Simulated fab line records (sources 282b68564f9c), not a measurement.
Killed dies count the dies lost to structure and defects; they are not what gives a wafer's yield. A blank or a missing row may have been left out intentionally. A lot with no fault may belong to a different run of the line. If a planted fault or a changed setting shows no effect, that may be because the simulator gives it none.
What tool caused it? || flow rit-cmos || 14 lots, 38 wafers sampled, at 6 steps of a route of 202

WHAT THE GAUGES READ, wafer by wafer
RIT_ACTIVE_CD_MEAS_90: the cd target is 1400 nm.
{"lot": "L667", "measured": "day 1 17:25", "on": "cd-sem-02", "cd-nm (nm)": "1402.6 1401.6 1402.7"}
{"lot": "L669", "measured": "day 2 02:05", "on": "cd-sem-01", "cd-nm (nm)": "1402.6 1399.8 1400.2"}
{"lot": "L670", "measured": "day 2 07:04", "on": "cd-sem-02", "cd-nm (nm)": "1399.7 1397.6 1398.9"}
{"lot": "L671", "measured": "day 2 13:25", "on": "cd-sem-01", "cd-nm (nm)": "1402.5 1401.0 1402.4"}
{"lot": "L673", "measured": "day 2 22:57", "on": "cd-sem-01", "cd-nm (nm)": "1402.9 1403.0 1402.0"}
{"lot": "L674", "measured": "day 3 02:50", "on": "cd-sem-02", "cd-nm (nm)": "1398.6 1395.9 1400.2"}
{"lot": "L675", "measured": "day 3 09:43", "on": "cd-sem-02", "cd-nm (nm)": "1403.0 1403.3 1402.6"}
{"lot": "L677", "measured": "day 3 21:28", "on": "cd-sem-02", "cd-nm (nm)": "1398.9 1402.6 1400.5"}
{"lot": "L678", "measured": "day 4 01:44", "on": "cd-sem-01", "cd-nm (nm)": "1402.4 1404.0 1400.5"}
{"lot": "L682", "measured": "day 4 21:17", "on": "cd-sem-02", "cd-nm (nm)": 1401.6}
{"lot": "L685", "measured": "day 5 14:49", "on": "cd-sem-02", "cd-nm (nm)": 1399.4}
{"lot": "L686", "measured": "day 5 14:55", "on": "cd-sem-01", "cd-nm (nm)": "1401.8 1401.8 1402.4"}
{"lot": "L687", "measured": "day 5 19:58", "on": "cd-sem-02", "cd-nm (nm)": "1400.9 1400.3 1400.3"}
{"lot": "L689", "measured": "day 6 05:56", "on": "cd-sem-01", "cd-nm (nm)": "1405.2 1403.1 1403.8"}

RIT_REOX_THK_MEAS_04.
{"lot": "L667", "measured": "day 2 21:48", "on": "film-metro-04", "REOX_OXIDE_THK (nm)": "25.4 25.3 25.7"}
{"lot": "L669", "measured": "day 3 10:37", "on": "film-metro-02", "REOX_OXIDE_THK (nm)": "25.5 25.6 26.0"}
{"lot": "L670", "measured": "day 3 14:51", "on": "film-metro-02", "REOX_OXIDE_THK (nm)": "25.2 25.2 24.8"}
{"lot": "L671", "measured": "day 4 01:59", "on": "film-metro-04", "REOX_OXIDE_THK (nm)": "25.7 25.5 25.6"}
{"lot": "L673", "measured": "day 4 17:05", "on": "film-metro-02", "REOX_OXIDE_THK (nm)": "25.7 25.7 26.0"}
{"lot": "L674", "measured": "day 5 02:02", "on": "film-metro-03", "REOX_OXIDE_THK (nm)": "25.9 26.2 25.9"}
{"lot": "L675", "measured": "day 5 06:08", "on": "film-metro-03", "REOX_OXIDE_THK (nm)": "24.9 24.7 24.3"}
{"lot": "L677", "measured": "day 6 00:30", "on": "film-metro-03", "REOX_OXIDE_THK (nm)": "24.5 24.8 24.5"}
{"lot": "L678", "measured": "day 6 00:29", "on": "film-metro-02", "REOX_OXIDE_THK (nm)": "24.5 24.9 24.6"}
{"lot": "L682", "measured": "day 6 16:37", "on": "film-metro-03", "REOX_OXIDE_THK (nm)": 25.3}
{"lot": "L685", "measured": "day 7 06:22", "on": "film-metro-02", "REOX_OXIDE_THK (nm)": 25.3}
{"lot": "L686", "measured": "day 7 06:22", "on": "film-metro-03", "REOX_OXIDE_THK (nm)": "24.5 24.5 24.8"}
{"lot": "L687", "measured": "day 7 07:48", "on": "film-metro-04", "REOX_OXIDE_THK (nm)": "24.5 24.1 24.5"}
{"lot": "L689", "measured": "day 7 21:08", "on": "film-metro-03", "REOX_OXIDE_THK (nm)": "25.1 25.3 25.2"}

RIT_CONTACT_CD_MEAS_08: the cd target is 1000 nm.
{"lot": "L667", "measured": "day 3 09:15", "on": "cd-sem-01", "cd-nm (nm)": "1000.0 1001.3 1001.7"}
{"lot": "L669", "measured": "day 3 22:37", "on": "cd-sem-01", "cd-nm (nm)": "993.0 994.1 997.2"}
{"lot": "L670", "measured": "day 4 02:42", "on": "cd-sem-02", "cd-nm (nm)": "1005.2 1002.5 1003.1"}
{"lot": "L671", "measured": "day 4 13:08", "on": "cd-sem-02", "cd-nm (nm)": "1002.2 1000.8 1001.6"}
{"lot": "L673", "measured": "day 5 04:28", "on": "cd-sem-02", "cd-nm (nm)": "1002.9 1003.8 1003.7"}
{"lot": "L674", "measured": "day 5 13:22", "on": "cd-sem-02", "cd-nm (nm)": "999.3 997.8 1000.9"}
{"lot": "L675", "measured": "day 5 17:31", "on": "cd-sem-02", "cd-nm (nm)": "1002.5 1002.4 1003.6"}
{"lot": "L677", "measured": "day 6 12:08", "on": "cd-sem-02", "cd-nm (nm)": "1000.5 1000.7 999.6"}
{"lot": "L678", "measured": "day 6 16:19", "on": "cd-sem-01", "cd-nm (nm)": "1000.3 1000.2 1000.6"}
{"lot": "L682", "measured": "day 7 05:20", "on": "cd-sem-02", "cd-nm (nm)": 997.9}
{"lot": "L685", "measured": "day 7 18:51", "on": "cd-sem-02", "cd-nm (nm)": 1002.7}
{"lot": "L686", "measured": "day 7 19:25", "on": "cd-sem-01", "cd-nm (nm)": "998.6 999.5 999.9"}
{"lot": "L687", "measured": "day 7 20:10", "on": "cd-sem-02", "cd-nm (nm)": "999.7 1001.2 999.5"}
{"lot": "L689", "measured": "day 8 09:20", "on": "cd-sem-01", "cd-nm (nm)": "1002.0 1003.8 999.3"}

RIT_M1_RS_MEAS_01: a four-point-probe measurement.
{"lot": "L667", "measured": "day 3 10:41", "on": "film-metro-01", "M1_AL_RS (ohm/sq)": "0.0747 0.0749 0.0753"}
{"lot": "L669", "measured": "day 4 00:03", "on": "film-metro-01", "M1_AL_RS (ohm/sq)": "0.0731 0.0734 0.0736"}
{"lot": "L670", "measured": "day 4 04:08", "on": "film-metro-02", "M1_AL_RS (ohm/sq)": "0.0716 0.0724 0.0725"}
{"lot": "L671", "measured": "day 4 14:36", "on": "film-metro-04", "M1_AL_RS (ohm/sq)": "0.0732 0.0738 0.0736"}
{"lot": "L673", "measured": "day 5 05:55", "on": "film-metro-01", "M1_AL_RS (ohm/sq)": "0.0721 0.0719 0.0724"}
{"lot": "L674", "measured": "day 5 14:49", "on": "film-metro-04", "M1_AL_RS (ohm/sq)": "0.0725 0.0727 0.0724"}
{"lot": "L675", "measured": "day 5 18:57", "on": "film-metro-04", "M1_AL_RS (ohm/sq)": "0.0743 0.0738 0.0741"}
{"lot": "L677", "measured": "day 6 13:34", "on": "film-metro-02", "M1_AL_RS (ohm/sq)": "0.0732 0.0730 0.0735"}
{"lot": "L678", "measured": "day 6 17:45", "on": "film-metro-01", "M1_AL_RS (ohm/sq)": "0.0738 0.0740 0.0744"}
{"lot": "L682", "measured": "day 7 06:48", "on": "film-metro-02", "M1_AL_RS (ohm/sq)": "0.1679 0.1678"}
{"lot": "L685", "measured": "day 7 20:17", "on": "film-metro-02", "M1_AL_RS (ohm/sq)": "0.1749 0.1747"}
{"lot": "L686", "measured": "day 7 20:52", "on": "film-metro-01", "M1_AL_RS (ohm/sq)": "0.0731 0.0730 0.0727"}
{"lot": "L687", "measured": "day 7 21:37", "on": "film-metro-04", "M1_AL_RS (ohm/sq)": "0.0733 0.0731 0.0734"}
{"lot": "L689", "measured": "day 8 10:46", "on": "film-metro-04", "M1_AL_RS (ohm/sq)": "0.0733 0.0728 0.0732"}

RIT_M1_THK_MEAS_02: measures by xrf.
{"lot": "L667", "measured": "day 3 10:49", "on": "film-metro-01", "M1_AL_THK (nm)": "394 390 390"}
{"lot": "L669", "measured": "day 4 00:10", "on": "film-metro-01", "M1_AL_THK (nm)": "402 397 398"}
{"lot": "L670", "measured": "day 4 04:15", "on": "film-metro-02", "M1_AL_THK (nm)": "408 401 404"}
{"lot": "L671", "measured": "day 4 14:42", "on": "film-metro-04", "M1_AL_THK (nm)": "402 397 399"}
{"lot": "L673", "measured": "day 5 06:01", "on": "film-metro-01", "M1_AL_THK (nm)": "410 409 403"}
{"lot": "L674", "measured": "day 5 14:55", "on": "film-metro-04", "M1_AL_THK (nm)": "407 407 408"}
{"lot": "L675", "measured": "day 5 19:04", "on": "film-metro-04", "M1_AL_THK (nm)": "397 399 402"}
{"lot": "L677", "measured": "day 6 13:40", "on": "film-metro-02", "M1_AL_THK (nm)": "396 401 398"}
{"lot": "L678", "measured": "day 6 17:52", "on": "film-metro-01", "M1_AL_THK (nm)": "397 396 395"}
{"lot": "L682", "measured": "day 7 10:23", "on": "film-metro-02", "M1_AL_THK (nm)": "181 180"}
{"lot": "L685", "measured": "day 7 21:55", "on": "film-metro-02", "M1_AL_THK (nm)": "175 174"}
{"lot": "L686", "measured": "day 7 20:58", "on": "film-metro-01", "M1_AL_THK (nm)": "398 402 402"}
{"lot": "L687", "measured": "day 7 21:43", "on": "film-metro-04", "M1_AL_THK (nm)": "403 404 404"}
{"lot": "L689", "measured": "day 8 10:52", "on": "film-metro-04", "M1_AL_THK (nm)": "401 405 401"}

EACH LOT AND THE TOOL THAT RAN IT (in order: tool; ch and the chambers of the sampled wafers; start)
{"lot": "L667", "RIT_M1_SPUTTER_00": "pvd-sputter-01, day 3 10:24"}
{"lot": "L669", "RIT_M1_SPUTTER_00": "pvd-sputter-01, day 3 23:44"}
{"lot": "L670", "RIT_M1_SPUTTER_00": "pvd-sputter-02, day 4 03:49"}
{"lot": "L671", "RIT_M1_SPUTTER_00": "pvd-sputter-01, day 4 14:16"}
{"lot": "L673", "RIT_M1_SPUTTER_00": "pvd-sputter-01, day 5 05:36"}
{"lot": "L674", "RIT_M1_SPUTTER_00": "pvd-sputter-02, day 5 14:29"}
{"lot": "L675", "RIT_M1_SPUTTER_00": "pvd-sputter-01, day 5 18:39"}
{"lot": "L677", "RIT_M1_SPUTTER_00": "pvd-sputter-01, day 6 13:14"}
{"lot": "L678", "RIT_M1_SPUTTER_00": "pvd-sputter-01, day 6 17:28"}
{"lot": "L682", "RIT_M1_SPUTTER_00": "pvd-sputter-02, day 7 06:30"}
{"lot": "L685", "RIT_M1_SPUTTER_00": "pvd-sputter-02, day 7 19:58"}
{"lot": "L686", "RIT_M1_SPUTTER_00": "pvd-sputter-03, day 7 20:33"}
{"lot": "L687", "RIT_M1_SPUTTER_00": "pvd-sputter-01, day 7 21:18"}
{"lot": "L689", "RIT_M1_SPUTTER_00": "pvd-sputter-03, day 8 10:26"}
- RIT_M1_SPUTTER_00: material Al, target thk 400 nm, time 500 s.

AS READ BY THE TOOLS THEMSELVES (means over the sampled wafers that have a number; for cases with no such wafer, the mark the record gives instead)
RIT_M1_SPUTTER_00.
{"lot": "L667", "tool": "pvd-sputter-01", "throttle-valve-pct (%)": 30.0}
{"lot": "L669", "tool": "pvd-sputter-01", "throttle-valve-pct (%)": 30.4}
{"lot": "L670", "tool": "pvd-sputter-02", "throttle-valve-pct (%)": 30.7}
{"lot": "L671", "tool": "pvd-sputter-01", "throttle-valve-pct (%)": 30.5}
{"lot": "L673", "tool": "pvd-sputter-01", "throttle-valve-pct (%)": 30.8}
{"lot": "L674", "tool": "pvd-sputter-02", "throttle-valve-pct (%)": 29.9}
{"lot": "L675", "tool": "pvd-sputter-01", "throttle-valve-pct (%)": 30.2}
{"lot": "L677", "tool": "pvd-sputter-01", "throttle-valve-pct (%)": 29.8}
{"lot": "L678", "tool": "pvd-sputter-01", "throttle-valve-pct (%)": 30.4}
{"lot": "L682", "tool": "pvd-sputter-02", "throttle-valve-pct (%)": 30.0}
{"lot": "L685", "tool": "pvd-sputter-02", "throttle-valve-pct (%)": 30.1}
{"lot": "L686", "tool": "pvd-sputter-03", "throttle-valve-pct (%)": 30.2}
{"lot": "L687", "tool": "pvd-sputter-01", "throttle-valve-pct (%)": 29.7}
{"lot": "L689", "tool": "pvd-sputter-03", "throttle-valve-pct (%)": 30.1}

THE ANSWER, worked out from the rows above alone
Rule: the usual values come from the lots themselves. Put in order of their means at a reading, lots are off if they are a third of the lots or fewer, leave a main group of 4 or more, and stand apart from it by a gap of 3 or more times the standard deviation of the main group's means; of several such gaps the widest counts. If all means in a main group match to the digits the tables above print for the reading, that group is not used. A lot without any number at a reading at which 4 lots or more have one is off too. The other lots that the step has rows for count as sound. The gauges are gone through in route order, then the tools' own readings, and for those a lot's mean is taken as printed above. At the first step where some lot is off, the reading lying furthest off is the one used; lots without a number count as furthest.
Off: at RIT_M1_RS_MEAS_01 (M1_AL_RS), L682, L685. The main group has a mean of 0.0733 ohm/sq with a standard deviation of 0.00079.
If a tool, at a process step before that reading, ran all the lots that are off and no sound lot after the first of them, it fits. Gauges at RIT_M1_RS_MEAS_01: tried the same way as those tools. Can't be told from this: 2 tools fit, pvd-sputter-02 at RIT_M1_SPUTTER_00, film-metro-02 at RIT_M1_RS_MEAS_01.

WHAT HAD BEEN PUT IN BY THE SIMULATOR
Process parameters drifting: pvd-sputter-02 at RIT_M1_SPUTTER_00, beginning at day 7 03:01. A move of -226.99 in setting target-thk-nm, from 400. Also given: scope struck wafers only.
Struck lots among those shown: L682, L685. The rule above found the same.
